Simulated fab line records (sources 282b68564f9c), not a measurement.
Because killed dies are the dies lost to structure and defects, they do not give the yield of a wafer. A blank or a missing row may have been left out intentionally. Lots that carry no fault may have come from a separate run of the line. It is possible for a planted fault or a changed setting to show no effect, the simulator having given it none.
Commonality check across tools :: flow rit cmos :: Sample size 14 lots and 48 wafers

THE REASON FOR OPENING IT
RIT_GATE_THK_MEAS_09, reading GATE_POLY_THK: flagged on 2 of 14 lots. Fault-free wafers read 249.0 nm, with a standard deviation of 2.3.
Rule: a lot is flagged when every wafer of it that has a number lies more than 4 standard deviations from that mean, or none has a number. The other lots count as sound.

lot: L747
measured: day 2 14:00
on: film metro-02
GATE_POLY_THK (nm), wafer by wafer: 245.6 243.8 247.4
flag: 

lot: L748
measured: day 2 17:16
on: film metro-04
GATE_POLY_THK (nm), wafer by wafer: 247.8 248.4 249.4
flag: 

lot: L749
measured: day 2 21:23
on: film metro-02
GATE_POLY_THK (nm), wafer by wafer: 247.9 247.8 249.2
flag: 

lot: L750
measured: day 3 02:43
on: film metro-03
GATE_POLY_THK (nm), wafer by wafer: 249.9 247.8 247.6
flag: 

lot: L751
measured: day 3 10:32
on: film metro-03
GATE_POLY_THK (nm), wafer by wafer: 252.5 249.9 251.6
flag: 

lot: L752
measured: day 3 13:53
on: film metro-04
GATE_POLY_THK (nm), wafer by wafer: 252.9 251.6 250.5
flag: 

lot: L753
measured: day 3 19:57
on: film metro-04
GATE_POLY_THK (nm), wafer by wafer: 246.6 246.0 246.0
flag: 

lot: L754
measured: day 3 23:02
on: film metro-04
GATE_POLY_THK (nm), wafer by wafer: 245.6 245.3 247.1
flag: 

lot: L755
measured: day 4 09:04
on: film metro-03
GATE_POLY_THK (nm), wafer by wafer: 248.7 250.6 248.6
flag: 

lot: L758
measured: day 5 01:01
on: film metro-02
GATE_POLY_THK (nm), wafer by wafer: 376.3 377.1 375.8 376.2 377.3 375.8
flag: FLAGGED

lot: L762
measured: day 5 18:05
on: film metro-02
GATE_POLY_THK (nm), wafer by wafer: 374.1 372.3 374.5 373.9 372.6 374.8
flag: FLAGGED

lot: L765
measured: day 6 07:18
on: film metro-03
GATE_POLY_THK (nm), wafer by wafer: 245.7 245.9 245.2
flag: 

lot: L768
measured: day 6 20:40
on: film metro-04
GATE_POLY_THK (nm), wafer by wafer: 250.2 247.2 249.7
flag: 

lot: L769
measured: day 7 02:37
on: film metro-02
GATE_POLY_THK (nm), wafer by wafer: 250.5 250.8 252.1
flag: 
The numbers of the flagged lots are 375.1 nm on average: +126.1 nm against the usual, or +55 standard deviations.

LOT BY LOT: THE TOOL USED
The record keeps 1 process step preceding the reading, out of 202 steps on the route. Every cell lists first the tool, next ch and the chambers used by the sampled wafers, and last the start.
lot: L747
flag: 
RIT_GATE_CVD_08: lpcvd-01 ch 1, day 2 11:34

lot: L748
flag: 
RIT_GATE_CVD_08: lpcvd-02 ch 1, day 2 15:38

lot: L749
flag: 
RIT_GATE_CVD_08: lpcvd-01 ch 0, day 2 19:45

lot: L750
flag: 
RIT_GATE_CVD_08: lpcvd-02 ch 1, day 3 01:05

lot: L751
flag: 
RIT_GATE_CVD_08: lpcvd-02 ch 1, day 3 08:55

lot: L752
flag: 
RIT_GATE_CVD_08: lpcvd-02 ch 0, day 3 12:16

lot: L753
flag: 
RIT_GATE_CVD_08: lpcvd-01 ch 1, day 3 18:19

lot: L754
flag: 
RIT_GATE_CVD_08: lpcvd-01 ch 0, day 3 21:25

lot: L755
flag: 
RIT_GATE_CVD_08: lpcvd-02 ch 1, day 4 07:28

lot: L758
flag: FLAGGED
RIT_GATE_CVD_08: lpcvd-02 ch 1, day 4 22:34

lot: L762
flag: FLAGGED
RIT_GATE_CVD_08: lpcvd-02 ch 1, day 5 15:40

lot: L765
flag: 
RIT_GATE_CVD_08: lpcvd-01 ch 1, day 6 04:53

lot: L768
flag: 
RIT_GATE_CVD_08: lpcvd-01 ch 0, day 6 19:03

lot: L769
flag: 
RIT_GATE_CVD_08: lpcvd-01 ch 0, day 7 00:59
What is done by these steps:
- RIT_GATE_CVD_08: deposits poly-Si from SiH4, target thk 250 nm, time 2220 s.
- RIT_GATE_THK_MEAS_09

FLAGGED OVER TOTAL, TOOL BY TOOL (the gauges that took the reading come last)
step: RIT_GATE_CVD_08
tool: lpcvd-01
lots run: 7
flagged: 0
share of the flagged lots: none
sound lots run after its first flagged lot: -

step: RIT_GATE_CVD_08
tool: lpcvd-02
lots run: 7
flagged: 2
share of the flagged lots: all
sound lots run after its first flagged lot: 0

step: RIT_GATE_THK_MEAS_09
tool: film metro-02
lots run: 5
flagged: 2
share of the flagged lots: all
sound lots run after its first flagged lot: 1 (L769)

step: RIT_GATE_THK_MEAS_09
tool: film metro-03
lots run: 4
flagged: 0
share of the flagged lots: none
sound lots run after its first flagged lot: -

step: RIT_GATE_THK_MEAS_09
tool: film metro-04
lots run: 5
flagged: 0
share of the flagged lots: none
sound lots run after its first flagged lot: -

WHAT IS ALLOWED BY THE TABLE
Rows of the table that ran all the flagged lots, 2 in number: lpcvd-02 at RIT_GATE_CVD_08; film metro-02 at RIT_GATE_THK_MEAS_09.
- lpcvd-02 at RIT_GATE_CVD_08 ran 7 lots, 2 of them flagged. Last sound lot L755 at day 4 07:28, first flagged lot L758 at day 4 22:34; a fault beginning in between fits.
- film metro-02 at RIT_GATE_THK_MEAS_09 ran 5 lots, 2 of them flagged. After the first flagged lot (L769), sound lots still ran on it; a lasting fault on the whole tool would not permit that.
One tool is left: lpcvd-02 at RIT_GATE_CVD_08.

WHAT THE SIMULATOR HAD INSERTED
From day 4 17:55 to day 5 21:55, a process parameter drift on lpcvd-02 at RIT_GATE_CVD_08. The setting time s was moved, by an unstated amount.
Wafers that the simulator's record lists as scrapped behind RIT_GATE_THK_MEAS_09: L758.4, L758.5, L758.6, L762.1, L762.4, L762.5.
Struck lots among those shown: L758, L762. The rule above found the same.
